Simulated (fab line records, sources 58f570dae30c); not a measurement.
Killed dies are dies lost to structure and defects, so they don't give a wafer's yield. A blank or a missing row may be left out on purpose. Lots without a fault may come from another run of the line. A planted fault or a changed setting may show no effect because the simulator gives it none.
fab line records | flow berkeley_cmos170
record lots=5 wafers=15 last_day=13
route steps=331 shown PWELL@42 WELLDRIVE@55 ACTIVE@60 PFIELD@79
lots that met no fault: from a run of the same line without faults
start_h: hours from the record's first day to the start of the lot's first wafer shown | wait_h: hours since the lot's step before | " the same as in the row above | L1.1+2: a row that stands for several wafers | - no value, or no start given | * or withheld: withheld | < > ~ a bound
route shown NAME@n: a module of which the file shows steps, and the number in the route of the first | usual: mean/standard deviation of fault-free wafers | same: alike in all rows | chamber/n: place in a boat | sites: the reading at each site | _std_site: their standard deviation | _edge_site: outer sites' mean less inner sites' | radius_mm: how far each site lies from the wafer's centre | mask NAME#n: copy n | behind: the tool/chamber that last shaped the wafer | hold: why the lot was held/for how many hours/how that ended | device: the transistor (n, p or np) that didn't switch | end of line: the same wafers' tests at the end of the route | a step without rows: its recipe alone | killed: dies lost to structure and defects at the first sort, not the wafer's yield | map: a wafer's dies, x killed, . not, _ none there
set.NAME: the setting as run; set.NAME@STEP: as run at that earlier step | model.NAME: the simulator's own value behind a step, which no gauge read
lots at some steps of the route; a table a step, a row a wafer
services: from which hour (start_h, from the record's first day; less than 0 if before it) a tool's chamber was out of use, for how many hours, and why
## steps
# step UCB170_PWELL_COAT_08
# recipe resist=KrF spin_rpm=1500 resist_thk_nm=900
# columns lot.wafer tool chamber start_h wait_h
L081.1+4+6 litho_track-04 0 95.55 0.1
L085.2+4+6 litho_track-01 0 100.89 0.1
L087.1+4+5 litho_track-01 0 121.15 0.1
L088.2+3+4 litho_track-02 0 127.14 0.1
L096.1+4+5 litho_track-02 0 159.21 0.1
# step UCB170_PWELL_SOFTBAKE_09
# recipe resist=KrF temp_c=130 time_s=60
# usual plate_temp_C=130.00/0.14
# columns lot.wafer tool chamber start_h wait_h plate_temp_C
L081.1 litho_track-04 0 95.70 0.1 129.92
L081.4 " 0 " " 129.85
L081.6 " 0 " " 129.94
L085.2 litho_track-01 0 101.04 0.1 129.78
L085.4 " 0 " " 129.85
L085.6 " 0 " " 130.24
L087.1 litho_track-01 0 121.30 0.1 130.09
L087.4 " 0 " " 130.00
L087.5 " 0 " " 130.07
L088.2 litho_track-02 0 127.29 0.1 130.24
L088.3 " 0 " " 130.18
L088.4 " 0 " " 130.30
L096.1 litho_track-02 0 159.36 0.1 130.07
L096.4 " 0 " " 130.16
L096.5 " 0 " " 129.94
# step UCB170_PWELL_EXPOSE_10
# recipe mask_id=PWELL target_cd_nm=3000 na=0.5 sigma_outer=0.6 source_shape=conventional dose_mj=19
# usual reticle_temp_C=23.00/0.12
# columns lot.wafer tool chamber start_h wait_h mask reticle_temp_C
L081.1 krf_scanner-02 0 95.85 0.1 PWELL#0 23.00
L081.4 " 0 " " PWELL#0 22.84
L081.6 " 0 " " PWELL#0 22.89
L085.2 krf_scanner-01 0 101.44 0.4 PWELL#0 22.93
L085.4 " 0 " " PWELL#0 22.93
L085.6 " 0 " " PWELL#0 23.06
L087.1 krf_scanner-02 0 121.45 0.1 PWELL#0 22.92
L087.4 " 0 " " PWELL#0 22.86
L087.5 " 0 " " PWELL#0 22.86
L088.2 krf_scanner-02 0 127.56 0.2 PWELL#0 22.94
L088.3 " 0 " " PWELL#0 23.04
L088.4 " 0 " " PWELL#0 23.07
L096.1 krf_scanner-01 0 159.76 0.4 PWELL#0 23.07
L096.4 " 0 " " PWELL#0 23.04
L096.5 " 0 " " PWELL#0 23.01
# step UCB170_PWELL_PEB_11
# recipe peb_temp_c=130 peb_time_s=withheld resist=KrF
# usual plate_temp_C=130.00/0.14
# columns lot.wafer tool chamber start_h wait_h plate_temp_C
L081.1 litho_track-01 0 96.54 0.7 129.84
L081.4 " 0 " " 129.93
L081.6 " 0 " " 129.97
L085.2 litho_track-02 0 101.57 0.1 129.96
L085.4 " 0 " " 129.89
L085.6 " 0 " " 129.89
L087.1 litho_track-01 0 121.57 0.1 130.07
L087.4 " 0 " " 130.11
L087.5 " 0 " " 130.07
L088.2 litho_track-02 0 127.68 0.1 130.16
L088.3 " 0 " " 130.13
L088.4 " 0 " " 130.08
L096.1 litho_track-04 0 160.33 0.6 130.20
L096.4 " 0 " " 130.07
L096.5 " 0 " " 130.00
# step UCB170_PWELL_DEVELOP_12
# recipe developer=TMAH develop_time_s=45 resist=KrF dev_temp_c=21.38
# same develop_time_s=45
# columns lot.wafer tool chamber start_h wait_h
L081.1+4+6 litho_track-01 0 - -
L085.2+4+6 litho_track-02 0 - -
L087.1+4+5 litho_track-01 0 - -
L088.2+3+4 litho_track-02 0 - -
L096.1+4+5 litho_track-04 0 - -
# step UCB170_PWELL_OVL_MEAS_13
# usual PWELL_OVL=0/5.3
# columns lot.wafer tool chamber start_h wait_h PWELL_OVL[nm]
L081.1 overlay-01 - 96.81 - 3
L081.4 " - " " 8
L081.6 " - " " 6
L085.2 overlay-02 - 101.83 - 3
L085.4 " - " " 2
L085.6 " - " " 5
L087.1 overlay-02 - 121.84 - -7
L087.4 " - " " -6
L087.5 " - " " -6
L088.2 overlay-01 - 127.94 - 2
L088.3 " - " " 2
L088.4 " - " " 2
L096.1 overlay-02 - 160.61 - -10
L096.4 " - " " -5
L096.5 " - " " -13
# step UCB170_PWELL_ETCH_14
# recipe chemistry=CH3F/Ar/O2 target=Si3N4 stop_on=SiO2 CH3F_flow_sccm=20 Ar_flow_sccm=50 O2_flow_sccm=7 pressure_mtorr=50 rf_w=450 target_depth_a=2420 over_etch_frac=0.1 time_s=151
# usual drypump_motor_current_A=5.6/0.38 oes_product_au=0.936/0.015 throttle_valve_pct=8.07/0.17
# columns lot.wafer tool chamber start_h wait_h drypump_motor_current_A oes_product_au rf_hours_counter_h throttle_valve_pct
L081.1 rie_diel-01 3 96.85 0.0 5.2 0.941 148 8.25
L081.4 " 0 " " 5.7 0.933 153 8.26
L081.6 " 3 " " 5.2 0.931 - 8.23
L085.2 rie_diel-03 3 101.86 0.0 6.0 0.902 8 8.17
L085.4 " 2 " " 5.5 0.932 11 8.20
L085.6 " 0 " " 5.9 0.958 - 8.07
L087.1 rie_diel-01 2 121.88 0.0 5.7 0.941 12 8.11
L087.4 " 1 " " 5.1 0.920 69 7.88
L087.5 " 2 " " 5.7 0.940 - 8.11
L088.2 rie_diel-02 3 127.97 0.0 6.3 0.946 1 7.74
L088.3 " 0 " " 5.8 0.935 13 7.92
L088.4 " 2 " " 5.4 0.940 149 7.99
L096.1 rie_diel-03 0 160.64 0.0 5.9 0.956 102 8.09
L096.4 " 3 " " 6.0 0.906 11 8.18
L096.5 " 1 " " 5.3 0.933 - 7.88
# step UCB170_PWELL_IMPLANT_15
# recipe species=B dose_cm2=5e+12 energy_kev=60 tilt_deg=7
# usual beam_energy_keV=60.000/0.02
# columns lot.wafer tool chamber start_h wait_h beam_energy_keV
L081.1 implanter-02 0 96.95 0.1 59.966
L081.4 " 0 " " 59.945
L081.6 " 0 " " 59.992
L085.2 implanter-03 0 101.99 0.1 59.977
L085.4 " 0 " " 60.000
L085.6 " 0 " " 60.022
L087.1 implanter-04 0 121.98 0.1 60.036
L087.4 " 0 " " 60.035
L087.5 " 0 " " 60.030
L088.2 implanter-03 0 128.10 0.1 60.022
L088.3 " 0 " " 59.989
L088.4 " 0 " " 60.018
L096.1 implanter-03 0 160.74 0.1 59.991
L096.4 " 0 " " 60.014
L096.5 " 0 " " 60.021
# step UCB170_PWELL_STRIP_16
# recipe chemistry=O2 power_w=400 pressure_mtorr=3500 platen_temp_c=withheld o2_flow_sccm=400 overash_fraction=0.5
# usual drypump_motor_current_A=5.5/0.46 oes_product_au=0.720/0.0046 strip_time_to_endpoint_s=18.12/0.12
# columns lot.wafer tool chamber start_h wait_h drypump_motor_current_A oes_product_au rf_hours_counter_h strip_time_to_endpoint_s
L081.1 plasma_asher-02 0 97.10 0.1 5.6 0.724 37 18.01
L081.4 " 0 " " 5.6 0.724 - 18.06
L081.6 " 1 " " 4.8 0.723 - 17.97
L085.2 plasma_asher-04 0 102.11 0.1 5.8 0.723 40 18.25
L085.4 " 1 " " 6.2 0.719 - 18.17
L085.6 " 1 " " 6.1 0.722 - 18.20
L087.1 plasma_asher-02 1 122.13 0.1 4.8 0.716 1 18.11
L087.4 " 1 " " 4.8 0.723 - 18.05
L087.5 " 1 " " 4.8 0.718 - 18.14
L088.2 plasma_asher-04 0 128.22 0.1 5.8 0.728 43 18.28
L088.3 " 1 " " 6.1 0.719 - 18.17
L088.4 " 0 " " 5.8 0.719 - 18.06
L096.1 plasma_asher-04 0 160.89 0.1 5.7 0.723 47 18.34
L096.4 " 1 " " 6.2 0.724 - 18.29
L096.5 " 1 " " 6.2 0.732 - 18.24
# step UCB170_PWELL_TW_MEAS_17
# usual PWELL_TW=379/4.1
# columns lot.wafer tool chamber start_h wait_h PWELL_TW
L081.1 film_metro-02 - 97.20 0.1 379
L081.4 " - " " 379
L081.6 " - " " 379
L085.2 film_metro-04 - 102.22 0.1 372
L085.4 " - " " 372
L085.6 " - " " 374
L087.1 film_metro-02 - 122.23 0.1 382
L087.4 " - " " 380
L087.5 " - " " 381
L088.2 film_metro-02 - 128.33 0.1 382
L088.3 " - " " 381
L088.4 " - " " 379
L096.1 film_metro-02 - 160.99 0.1 382
L096.4 " - " " 383
L096.5 " - " " 382
# step UCB170_PWELL_CLEAN_18
# recipe chemistry=SPM temp_c=120 time_s=600
# columns lot.wafer tool chamber start_h wait_h
L081.1+4+6 wet_bench-02 0 97.43 0.2
L085.2+4+6 wet_bench-02 0 102.53 0.3
L087.1+4+5 wet_bench-02 0 122.29 0.1
L088.2+3+4 wet_bench-03 2 128.38 0.0
L096.1+4+5 wet_bench-04 1 161.05 0.1
# step UCB170_PWELL_WET_ETCH_19
# recipe chemistry=H3PO4 target=Si3N4 temp_c=160 time_s=14400
# columns lot.wafer tool chamber start_h wait_h
L081.1+4+6 wet_bench-02 3 97.62 0.0
L085.2+4+6 wet_bench-04 2 106.19 3.5
L087.1+4+5 wet_bench-04 1 122.48 0.0
L088.2+3+4 wet_bench-04 1 128.56 0.0
L096.1+4+5 wet_bench-04 0 161.23 0.0
# step UCB170_PWELL_WET_ETCH_20
# recipe chemistry=BOE dilution=5:1 target=SiO2 temp_c=25 time_s=22
# columns lot.wafer tool chamber start_h wait_h
L081.1+4+6 wet_bench-02 2 102.17 0.2
L085.2+4+6 wet_bench-02 0 110.20 0.0
L087.1+4+5 wet_bench-03 0 126.49 0.0
L088.2+3+4 wet_bench-04 0 133.09 0.5
L096.1+4+5 wet_bench-03 2 165.38 0.1
# step UCB170_WELLDRIVE_CLEAN_00
# recipe chemistry=SPM temp_c=120 time_s=600
# columns lot.wafer tool chamber start_h wait_h
L081.1+4+6 wet_bench-02 1 102.36 0.2
L085.2+4+6 wet_bench-02 0 110.22 0.0
L087.1+4+5 wet_bench-03 1 126.50 0.0
L088.2+3+4 wet_bench-04 1 133.49 0.4
L096.1+4+5 wet_bench-03 3 165.40 0.0
# step UCB170_WELLDRIVE_OXIDATION_01
# recipe temp_c=1089 ambient=O2 target_thk_a=1990 ox_time_s=9000
# usual spike_tc_load_C=1115/3.4
# columns lot.wafer tool chamber start_h wait_h spike_tc_load_C
L081.1 furnace-01 0 105.64 3.1 1117
L081.4 " 0 " " 1119
L081.6 " 0 " " 1118
L085.2 furnace-04 0 111.53 1.1 1112
L085.4 " 0 " " 1110
L085.6 " 0 " " 1113
L087.1 furnace-04 0 129.75 3.1 1112
L087.4 " 0 " " 1113
L087.5 " 0 " " 1112
L088.2 furnace-01 0 137.04 3.4 1118
L088.3 " 0 " " 1118
L088.4 " 0 " " 1117
L096.1 furnace-04 0 168.22 2.6 1112
L096.4 " 0 " " 1111
L096.5 " 0 " " 1111
# step UCB170_WELLDRIVE_THK_MEAS_02
# recipe reads=SiO2_of_WELLDRIVE_OXIDATION_01
# usual WELLDRIVE_OXIDE_THK=185/3.9
# columns lot.wafer tool chamber start_h wait_h WELLDRIVE_OXIDE_THK[nm]
L081.1 film_metro-02 - 109.14 0.0 191
L081.4 " - " " 188
L081.6 " - " " 186
L085.2 film_metro-03 - 115.06 0.0 181
L085.4 " - " " 183
L085.6 " - " " 182
L087.1 film_metro-03 - 133.25 0.0 189
L087.4 " - " " 190
L087.5 " - " " 186
L088.2 film_metro-03 - 140.55 0.0 182
L088.3 " - " " 181
L088.4 " - " " 179
L096.1 film_metro-01 - 171.78 0.1 186
L096.4 " - " " 184
L096.5 " - " " 186
# step UCB170_WELLDRIVE_ANNEAL_03
# recipe temp_c=1100 time_s=900 ambient=N2
# usual spike_tc_load_C=1127/4.1
# columns lot.wafer tool chamber start_h wait_h spike_tc_load_C
L081.1 furnace-02 0 113.74 4.6 1133
L081.4 " 0 " " 1135
L081.6 " 0 " " 1132
L085.2 furnace-02 0 119.41 4.3 1130
L085.4 " 0 " " 1131
L085.6 " 0 " " 1133
L087.1 furnace-04 0 136.08 2.8 1122
L087.4 " 0 " " 1122
L087.5 " 0 " " 1125
L088.2 furnace-01 0 146.89 6.3 1130
L088.3 " 0 " " 1129
L088.4 " 0 " " 1130
L096.1 furnace-04 0 176.07 4.3 1124
L096.4 " 0 " " 1122
L096.5 " 0 " " 1124
# step UCB170_WELLDRIVE_WET_ETCH_04
# recipe chemistry=BOE dilution=5:1 target=SiO2 temp_c=25 time_s=120
# columns lot.wafer tool chamber start_h wait_h
L081.1+4+6 wet_bench-03 0 117.04 2.0
L085.2+4+6 wet_bench-02 0 120.66 0.0
L087.1+4+5 wet_bench-04 3 138.24 0.9
L088.2+3+4 wet_bench-03 1 148.14 0.0
L096.1+4+5 wet_bench-02 1 177.32 0.0
# step UCB170_ACTIVE_CLEAN_00
# recipe chemistry=SPM temp_c=120 time_s=600
# columns lot.wafer tool chamber start_h wait_h
L081.1+4+6 wet_bench-03 1 117.09 0.0
L085.2+4+6 wet_bench-03 1 120.71 0.0
L087.1+4+5 wet_bench-04 1 138.47 0.2
L088.2+3+4 wet_bench-04 1 148.18 0.0
L096.1+4+5 wet_bench-02 1 177.36 0.0
# step UCB170_ACTIVE_CLEAN_01
# recipe chemistry=dHF dilution=25:1 time_s=60
# columns lot.wafer tool chamber start_h wait_h
L081.1+4+6 wet_bench-03 2 117.44 0.2
L085.2+4+6 wet_bench-02 1 120.88 0.0
L087.1+4+5 wet_bench-02 3 138.73 0.1
L088.2+3+4 wet_bench-03 0 148.35 0.0
L096.1+4+5 wet_bench-02 0 177.53 0.0
# step UCB170_ACTIVE_OXIDATION_02
# recipe temp_c=1000 ambient=O2 target_thk_a=264 ox_time_s=1260
# usual spike_tc_load_C=1026/3.3
# columns lot.wafer tool chamber start_h wait_h spike_tc_load_C
L081.1 furnace-04 0 122.15 4.7 1022
L081.4 " 0 " " 1021
L081.6 " 0 " " 1023
L085.2 furnace-04 0 122.15 1.2 1022
L085.4 " 0 " " 1023
L085.6 " 0 " " 1022
L087.1 furnace-04 0 144.43 5.7 1021
L087.4 " 0 " " 1022
L087.5 " 0 " " 1020
L088.2 furnace-01 0 153.57 5.2 1028
L088.3 " 0 " " 1028
L088.4 " 0 " " 1029
L096.1 furnace-01 0 182.40 4.8 1029
L096.4 " 0 " " 1026
L096.5 " 0 " " 1026
# step UCB170_ACTIVE_THK_MEAS_03
# recipe reads=SiO2_of_ACTIVE_OXIDATION_02
# usual ACTIVE_OXIDE_THK=26.4/0.67
# columns lot.wafer tool chamber start_h wait_h ACTIVE_OXIDE_THK[nm]
L085.2 film_metro-04 - 123.51 0.0 25.7
L085.4 " - " " 26.1
L085.6 " - " " 26.4
L081.1 film_metro-04 - 123.56 0.1 26.8
L081.4 " - " " 26.5
L081.6 " - " " 26.9
L087.1 film_metro-03 - 145.78 0.0 27.4
L087.4 " - " " 27.4
L087.5 " - " " 27.3
L088.2 film_metro-03 - 154.93 0.0 25.6
L088.3 " - " " 25.6
L088.4 " - " " 25.6
L096.1 film_metro-01 - 183.75 0.0 25.9
L096.4 " - " " 25.6
L096.5 " - " " 26.0
# step UCB170_ACTIVE_ANNEAL_04
# recipe temp_c=1000 time_s=900 ambient=N2
# usual spike_tc_load_C=1025/3.7
# columns lot.wafer tool chamber start_h wait_h spike_tc_load_C
L081.1 furnace-04 0 127.25 3.7 1024
L081.4 " 0 " " 1023
L081.6 " 0 " " 1025
L085.2 furnace-04 0 127.25 3.7 1020
L085.4 " 0 " " 1022
L085.6 " 0 " " 1024
L087.1 furnace-01 0 150.82 5.0 1028
L087.4 " 0 " " 1028
L087.5 " 0 " " 1029
L088.2 furnace-04 0 158.38 3.4 1023
L088.3 " 0 " " 1022
L088.4 " 0 " " 1021
L096.1 furnace-01 0 188.25 4.5 1027
L096.4 " 0 " " 1028
L096.5 " 0 " " 1028
# step UCB170_ACTIVE_CVD_05
# recipe material=Si3N4 target_thk_nm=220 temp_c=800 precursor=SiH2Cl2/NH3 time_s=3300 pressure_mtorr=200 sih2cl2_flow_sccm=25 nh3_flow_sccm=75
# usual spike_tc_load_C=824/3.5 susceptor_temp_C=800.0/0.33
# columns lot.wafer tool chamber start_h wait_h spike_tc_load_C susceptor_temp_C
L081.1 lpcvd-02 1 128.50 0.0 829 799.8
L081.4 " 1 " " 828 800.0
L081.6 " 1 " " 830 800.2
L085.2 lpcvd-02 0 128.50 0.0 825 799.3
L085.4 " 0 " " 826 799.4
L085.6 " 0 " " 826 799.8
L087.1 lpcvd-01 1 152.07 0.0 821 799.7
L087.4 " 1 " " 823 799.3
L087.5 " 1 " " 822 799.5
L088.2 lpcvd-02 1 159.63 0.0 829 800.2
L088.3 " 1 " " 828 800.1
L088.4 " 1 " " 829 800.0
L096.1 lpcvd-01 0 189.50 0.0 819 800.4
L096.4 " 0 " " 819 800.0
L096.5 " 0 " " 820 800.4
# step UCB170_ACTIVE_THK_MEAS_06
# recipe reads=Si3N4_of_ACTIVE_CVD_05
# usual ACTIVE_NITRIDE_THK=219.6/1.8
# columns lot.wafer tool chamber start_h wait_h ACTIVE_NITRIDE_THK[nm]
L081.1 film_metro-01 - 130.48 0.1 220.4
L081.4 " - " " 220.5
L081.6 " - " " 219.2
L085.2 film_metro-03 - 130.49 0.1 216.8
L085.4 " - " " 218.3
L085.6 " - " " 215.7
L087.1 film_metro-03 - 153.99 0.0 217.9
L087.4 " - " " 218.8
L087.5 " - " " 219.6
L088.2 film_metro-03 - 161.56 0.0 224.1
L088.3 " - " " 220.9
L088.4 " - " " 221.0
L096.1 film_metro-03 - 191.42 0.0 217.4
L096.4 " - " " 217.4
L096.5 " - " " 220.3
# step UCB170_ACTIVE_HMDS_07
# recipe prime_time_s=60 prime_temp_c=100
# columns lot.wafer tool chamber start_h wait_h
L085.2+4+6 litho_track-01 0 131.08 0.6
L081.1+4+6 litho_track-03 0 131.24 0.8
L087.1+4+5 litho_track-02 0 154.05 0.1
L088.2+3+4 litho_track-03 0 162.05 0.5
L096.1+4+5 litho_track-01 0 191.88 0.5
# step UCB170_ACTIVE_COAT_08
# recipe resist=KrF spin_rpm=1500 resist_thk_nm=900
# columns lot.wafer tool chamber start_h wait_h
L085.2+4+6 litho_track-01 0 131.23 0.1
L081.1+4+6 litho_track-03 0 131.39 0.1
L087.1+4+5 litho_track-02 0 154.20 0.1
L088.2+3+4 litho_track-03 0 162.20 0.1
L096.1+4+5 litho_track-01 0 192.03 0.1
# step UCB170_ACTIVE_SOFTBAKE_09
# recipe resist=KrF temp_c=130 time_s=60
# usual plate_temp_C=129.98/0.13
# columns lot.wafer tool chamber start_h wait_h plate_temp_C
L085.2 litho_track-01 0 131.38 0.1 130.09
L085.4 " 0 " " 129.83
L085.6 " 0 " " 130.16
L081.1 litho_track-03 0 131.54 0.1 129.94
L081.4 " 0 " " 130.16
L081.6 " 0 " " 130.21
L087.1 litho_track-02 0 154.35 0.1 130.11
L087.4 " 0 " " 130.21
L087.5 " 0 " " 129.97
L088.2 litho_track-03 0 162.35 0.1 130.03
L088.3 " 0 " " 130.02
L088.4 " 0 " " 130.12
L096.1 litho_track-01 0 192.18 0.1 130.18
L096.4 " 0 " " 130.23
L096.5 " 0 " " 130.08
# step UCB170_ACTIVE_EXPOSE_10
# recipe mask_id=ACTIVE target_cd_nm=1200 na=0.5 sigma_outer=0.6 source_shape=conventional dose_mj=20
# usual reticle_temp_C=23.03/0.1
# columns lot.wafer tool chamber start_h wait_h mask reticle_temp_C
L085.2 krf_scanner-01 0 131.80 0.4 ACTIVE#0 22.96
L085.4 " 0 " " ACTIVE#0 23.09
L085.6 " 0 " " ACTIVE#0 23.05
L081.1 krf_scanner-01 0 131.90 0.3 ACTIVE#0 22.99
L081.4 " 0 " " ACTIVE#0 22.98
L081.6 " 0 " " ACTIVE#0 23.06
L087.1 krf_scanner-02 0 154.50 0.1 ACTIVE#0 22.81
L087.4 " 0 " " ACTIVE#0 23.05
L087.5 " 0 " " ACTIVE#0 22.86
L088.2 krf_scanner-02 0 162.49 0.1 ACTIVE#0 23.05
L088.3 " 0 " " ACTIVE#0 23.10
L088.4 " 0 " " ACTIVE#0 23.13
L096.1 krf_scanner-02 0 192.33 0.1 ACTIVE#0 22.96
L096.4 " 0 " " ACTIVE#0 23.08
L096.5 " 0 " " ACTIVE#0 23.06
# step UCB170_ACTIVE_PEB_11
# recipe peb_temp_c=130 peb_time_s=withheld resist=KrF
# usual plate_temp_C=129.98/0.14
# columns lot.wafer tool chamber start_h wait_h plate_temp_C
L085.2 litho_track-01 0 132.08 0.3 129.80
L085.4 " 0 " " 129.76
L085.6 " 0 " " 129.79
L081.1 litho_track-02 0 132.14 0.2 130.07
L081.4 " 0 " " 130.00
L081.6 " 0 " " 129.97
L087.1 litho_track-02 0 154.61 0.1 130.04
L087.4 " 0 " " 129.94
L087.5 " 0 " " 129.94
L088.2 litho_track-01 0 162.61 0.1 129.91
L088.3 " 0 " " 129.95
L088.4 " 0 " " 130.16
L096.1 litho_track-01 0 192.61 0.3 130.14
L096.4 " 0 " " 130.10
L096.5 " 0 " " 130.16
# step UCB170_ACTIVE_DEVELOP_12
# recipe developer=TMAH develop_time_s=45 resist=KrF dev_temp_c=21
# same develop_time_s=45
# columns lot.wafer tool chamber start_h wait_h
L085.2+4+6 litho_track-01 0 - -
L081.1+4+6 litho_track-02 0 - -
L087.1+4+5 litho_track-02 0 - -
L088.2+3+4 litho_track-01 0 - -
L096.1+4+5 litho_track-01 0 - -
# step UCB170_ACTIVE_CD_MEAS_13
# recipe target_cd_nm=1200
# usual cd_nm=1199.6/1.7
# columns lot.wafer tool chamber start_h wait_h cd_nm
L085.2 cd_sem-02 - 132.38 - 1201.4
L085.4 " - " " 1200.8
L085.6 " - " " 1200.7
L081.1 cd_sem-02 - 132.48 - 1200.5
L081.4 " - " " 1200.7
L081.6 " - " " 1200.6
L087.1 cd_sem-02 - 154.89 - 1199.6
L087.4 " - " " 1199.6
L087.5 " - " " 1199.3
L088.2 cd_sem-02 - 163.07 - 1198.7
L088.3 " - " " 1200.6
L088.4 " - " " 1199.0
L096.1 cd_sem-01 - 192.88 - 1195.9
L096.4 " - " " 1197.9
L096.5 " - " " 1198.1
# step UCB170_ACTIVE_OVL_MEAS_14
# usual ACTIVE_OVL=1/5.5
# columns lot.wafer tool chamber start_h wait_h ACTIVE_OVL[nm]
L085.2 overlay-02 - 132.49 0.1 4
L085.4 " - " " 4
L085.6 " - " " 10
L081.1 overlay-01 - 132.60 0.1 4
L081.4 " - " " -4
L081.6 " - " " -10
L087.1 overlay-02 - 155.01 0.1 -3
L087.4 " - " " -1
L087.5 " - " " 4
L088.2 overlay-02 - 163.18 0.1 -7
L088.3 " - " " -10
L088.4 " - " " -4
L096.1 overlay-01 - 193.00 0.1 3
L096.4 " - " " 5
L096.5 " - " " 3
# step UCB170_ACTIVE_ETCH_15
# recipe chemistry=CH3F/Ar/O2 target=Si3N4 stop_on=SiO2 CH3F_flow_sccm=20 Ar_flow_sccm=50 O2_flow_sccm=7 pressure_mtorr=50 rf_w=450 target_depth_a=2420 over_etch_frac=0.1 time_s=151
# usual drypump_motor_current_A=5.9/0.34 oes_product_au=0.940/0.015 throttle_valve_pct=8.05/0.15
# columns lot.wafer tool chamber start_h wait_h drypump_motor_current_A oes_product_au rf_hours_counter_h throttle_valve_pct
L085.2 rie_diel-03 2 132.52 0.0 5.5 0.940 13 8.19
L085.4 " 0 " " 5.8 0.957 - 8.09
L085.6 " 2 " " 5.5 0.943 - 8.19
L081.1 rie_diel-04 3 132.64 0.0 6.1 0.959 71 8.09
L081.4 " 1 " " 6.4 0.946 - 8.15
L081.6 " 3 " " 6.2 0.964 - 8.07
L087.1 rie_diel-02 3 155.04 0.0 6.3 0.944 2 7.75
L087.4 " 1 " " 6.3 0.926 18 8.29
L087.5 " 1 " " 6.2 0.943 - 8.28
L088.2 rie_diel-03 1 163.21 0.0 5.3 0.940 75 7.87
L088.3 " 2 " " 5.5 0.958 14 8.19
L088.4 " 0 " " 5.9 0.966 102 8.09
L096.1 rie_diel-03 1 193.04 0.0 5.4 0.926 77 7.87
L096.4 " 3 " " 6.1 0.911 12 8.18
L096.5 " 1 " " 5.4 0.939 - 7.86
# step UCB170_ACTIVE_STRIP_16
# recipe chemistry=O2 power_w=400 pressure_mtorr=3500 platen_temp_c=withheld o2_flow_sccm=400 overash_fraction=0.5
# usual drypump_motor_current_A=5.6/0.55 oes_product_au=0.720/0.0049 strip_time_to_endpoint_s=18.14/0.11
# columns lot.wafer tool chamber start_h wait_h drypump_motor_current_A oes_product_au rf_hours_counter_h strip_time_to_endpoint_s
L085.2 plasma_asher-03 0 132.62 0.1 5.1 0.726 41 18.08
L085.4 " 1 " " 5.7 0.729 - 18.18
L085.6 " 1 " " 5.8 0.709 - 18.06
L081.1 plasma_asher-01 0 132.74 0.1 6.5 0.726 32 18.24
L081.4 " 0 " " 6.5 0.724 - 18.25
L081.6 " 0 " " 6.5 0.722 - 18.20
L087.1 plasma_asher-03 0 155.14 0.1 5.1 0.720 43 18.26
L087.4 " 0 " " 5.1 0.722 - 18.19
L087.5 " 1 " " 5.8 0.713 - 18.21
L088.2 plasma_asher-02 0 163.31 0.1 5.5 0.713 4 18.20
L088.3 " 0 " " 5.6 0.714 - 18.24
L088.4 " 1 " " 4.8 0.723 - 18.31
L096.1 plasma_asher-01 0 193.14 0.1 6.5 0.712 38 17.89
L096.4 " 1 " " 5.9 0.715 - 17.88
L096.5 " 1 " " 5.9 0.722 - 17.96
# step UCB170_ACTIVE_CD_MEAS_90
# recipe target_cd_nm=1200
# usual cd_nm=1199.7/1.7
# columns lot.wafer tool chamber start_h wait_h cd_nm
L085.2 cd_sem-01 - 132.74 0.1 1201.4
L085.4 " - " " 1200.5
L085.6 " - " " 1200.6
L081.1 cd_sem-01 - 132.84 0.1 1200.4
L081.4 " - " " 1201.0
L081.6 " - " " 1200.2
L087.1 cd_sem-01 - 155.24 0.1 1199.5
L087.4 " - " " 1199.6
L087.5 " - " " 1199.0
L088.2 cd_sem-02 - 163.67 0.3 1198.5
L088.3 " - " " 1200.4
L088.4 " - " " 1198.9
L096.1 cd_sem-01 - 193.28 0.1 1195.9
L096.4 " - " " 1197.9
L096.5 " - " " 1197.8
# step UCB170_ACTIVE_CLEAN_17
# recipe chemistry=SPM temp_c=120 time_s=600
# columns lot.wafer tool chamber start_h wait_h
L085.2+4+6 wet_bench-04 3 132.91 0.2
L081.1+4+6 wet_bench-04 2 133.30 0.4
L087.1+4+5 wet_bench-02 1 157.70 2.4
L088.2+3+4 wet_bench-03 3 165.21 1.5
L096.1+4+5 wet_bench-04 0 193.40 0.1
# step UCB170_PFIELD_HMDS_00
# recipe prime_time_s=60 prime_temp_c=100
# columns lot.wafer tool chamber start_h wait_h
L085.2+4+6 litho_track-04 0 133.66 0.6
L081.1+4+6 litho_track-04 0 134.09 0.6
L087.1+4+5 litho_track-04 0 158.14 0.3
L088.2+3+4 litho_track-04 0 165.62 0.2
L096.1+4+5 litho_track-03 0 194.23 0.7
# step UCB170_PFIELD_COAT_01
# recipe resist=KrF spin_rpm=1500 resist_thk_nm=900
# columns lot.wafer tool chamber start_h wait_h
L085.2+4+6 litho_track-04 0 133.81 0.1
L081.1+4+6 litho_track-04 0 134.24 0.1
L087.1+4+5 litho_track-04 0 158.29 0.1
L088.2+3+4 litho_track-04 0 165.77 0.1
L096.1+4+5 litho_track-03 0 194.38 0.1
# step UCB170_PFIELD_SOFTBAKE_02
# recipe resist=KrF temp_c=130 time_s=60
# usual plate_temp_C=129.99/0.14
# columns lot.wafer tool chamber start_h wait_h plate_temp_C
L085.2 litho_track-04 0 133.96 0.1 129.92
L085.4 " 0 " " 129.78
L085.6 " 0 " " 129.60
L081.1 litho_track-04 0 134.39 0.1 129.80
L081.4 " 0 " " 130.01
L081.6 " 0 " " 130.08
L087.1 litho_track-04 0 158.44 0.1 130.04
L087.4 " 0 " " 130.00
L087.5 " 0 " " 129.92
L088.2 litho_track-04 0 165.92 0.1 130.20
L088.3 " 0 " " 130.06
L088.4 " 0 " " 129.88
L096.1 litho_track-03 0 194.53 0.1 129.94
L096.4 " 0 " " 130.05
L096.5 " 0 " " 130.17
## services
# columns tool chamber start_h hours kind
krf_scanner-02 - 76.89 1.0 pm
plasma_asher-03 - 78.71 2.8 pm
rie_diel-03 1 79.84 16.9 repair
krf_scanner-01 - 81.43 1.8 repair
rie_diel-01 0 85.00 5.0 repair
krf_scanner-01 - 88.01 4.4 pm
rie_diel-04 - 91.93 1.0 repair
krf_scanner-02 - 92.14 0.4 repair
furnace-04 - 96.68 2.8 pm
plasma_asher-02 - 108.75 9.0 pm
krf_scanner-01 - 114.62 1.3 pm
implanter-03 - 115.90 7.2 repair
plasma_asher-01 - 116.79 3.8 repair
rie_diel-03 1 130.30 4.5 repair
rie_diel-01 2 144.93 3.5 repair
krf_scanner-02 - 148.36 0.3 repair
rie_diel-03 3 148.76 2.7 repair
krf_scanner-01 - 150.67 0.8 pm
rie_diel-02 - 164.94 0.4 repair
rie_diel-03 2 165.93 3.0 repair
furnace-02 - 173.73 2.8 pm
krf_scanner-02 - 177.09 0.8 pm
krf_scanner-02 - 177.96 1.3 pm
krf_scanner-01 - 194.57 0.7 repair
## key
fault none
